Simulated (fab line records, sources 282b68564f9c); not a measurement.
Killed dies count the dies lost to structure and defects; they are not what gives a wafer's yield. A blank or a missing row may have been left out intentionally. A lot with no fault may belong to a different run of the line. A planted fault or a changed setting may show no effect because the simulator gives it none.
Struck lot and sound lot, side by side -- flow rit_cmos -- 15 steps out of a route of 202
Sound: these wafers, L700.1, L700.3, L700.6. Struck: wafers L699.2, L699.4, L699.5. The cause comes at the end.
Order at every step that has rows: each side's tool, ch and its chambers, its first start. Under that, the readings that differ: sound wafers -- struck wafers -- difference of the means -- sigmas: that difference in standard deviations of wafers without a fault.
alike: readings whose means differ by less than 2 such deviations, and words and numbers that are the same on both sides. not compared: withheld readings, readings that some wafer has no value for, bounds like >300 that may hide the same value, and numbers for which the record gives no deviation and whose values overlap.
A row with sigmas, a row that says differs or no value, or rows on one side alone: a step with any of these is where the two part. Numbers that don't overlap but have no deviation are shown without sigmas and don't part them. Lack of a reading on every wafer of one side parts them only where that side has two or more wafers.

RIT_NWELL_TW_MEAS_10:
  struck on film_metro-02, day 6 01:17; sound on film_metro-04, day 6 05:54
  alike: NWELL_TW
then, 6 steps without rows for these wafers: RIT_PWELL_HMDS_00 (prime time 60 s); RIT_PWELL_COAT_01 (resist thk 1300 nm); RIT_PWELL_SOFTBAKE_02 (time 60 s); RIT_PWELL_EXPOSE_03 (exposes mask M3, target cd 43700 nm); RIT_PWELL_PEB_04; RIT_PWELL_DEVELOP_05 (develop time 68 s).
RIT_PWELL_OVL_MEAS_06:
  struck on overlay-01, day 6 02:21; sound on overlay-02, day 6 06:58
  alike: PWELL_OVL
then, 2 steps without rows for these wafers: RIT_PWELL_HARDBAKE_07 (time 120 s); RIT_PWELL_IMPLANT_08.
RIT_PWELL_STRIP_09: strips in O2, time 180 s.
  sound on plasma_asher-02 ch 1, day 6 07:28; struck on plasma_asher-03 ch 0,1, day 6 02:47
  alike: drypump_motor_current_A
  not compared: rf_hours_counter_h
RIT_PWELL_TW_MEAS_10:
  struck on film_metro-04, day 6 02:58; sound on film_metro-01, day 6 07:39
reading,sound,struck,difference,sigmas
PWELL_TW,940 937 940,965 973 975,+32,+3
RIT_WELLDRIVE_ANNEAL_00: time 14700 s.
  sound on furnace-03 ch 0, day 6 07:43; struck on furnace-04 ch 0, day 6 03:01
reading,sound,struck,difference,sigmas
spike_tc_centre_C (C),1101.7 1100.7 1099.9,1044.3 1042.8 1042.1,-57.7,-41
spike_tc_load_C (C),1128.8 1129.9 1128.8,1070.7 1069.7 1070.3,-58.9,-28
spike_tc_source_C (C),1127.5 1128.3 1127.3,1063.6 1064.1 1064.3,-63.7,-40
tube_center_temp_C (C),1100 1100.1 1100,1040.2 1039.9 1040,-60.0,-99 or more
tube_center_temp_C_max,1102.5 1102.8 1102.9,1044.2 1042.2 1043.5,-59.4,-99 or more
zone_power_centre_pct (%),48.2 47.9 47.6,44.8 46.7 46.2,-2.0,-2
  alike: zone_power_load_pct
RIT_WELLDRIVE_RS_MEAS_01: measures by four-point-probe.
  struck on film_metro-04, day 6 08:24; sound on film_metro-01, day 6 12:49
reading,sound,struck,difference,sigmas
NWELL_RS (ohm/sq),273.7 274.9 273.8,347.8 346.6 347.8,+73.3,+90
  not compared: hold
RIT_M1_PROBE_99:
  the record has rows for the sound wafers here (prober-01, day 7 19:37) and none for the struck ones

WHERE THEY PART
At RIT_PWELL_TW_MEAS_10 first; at RIT_M1_PROBE_99 last (within this record only).

WHY: what had been put in by the simulator
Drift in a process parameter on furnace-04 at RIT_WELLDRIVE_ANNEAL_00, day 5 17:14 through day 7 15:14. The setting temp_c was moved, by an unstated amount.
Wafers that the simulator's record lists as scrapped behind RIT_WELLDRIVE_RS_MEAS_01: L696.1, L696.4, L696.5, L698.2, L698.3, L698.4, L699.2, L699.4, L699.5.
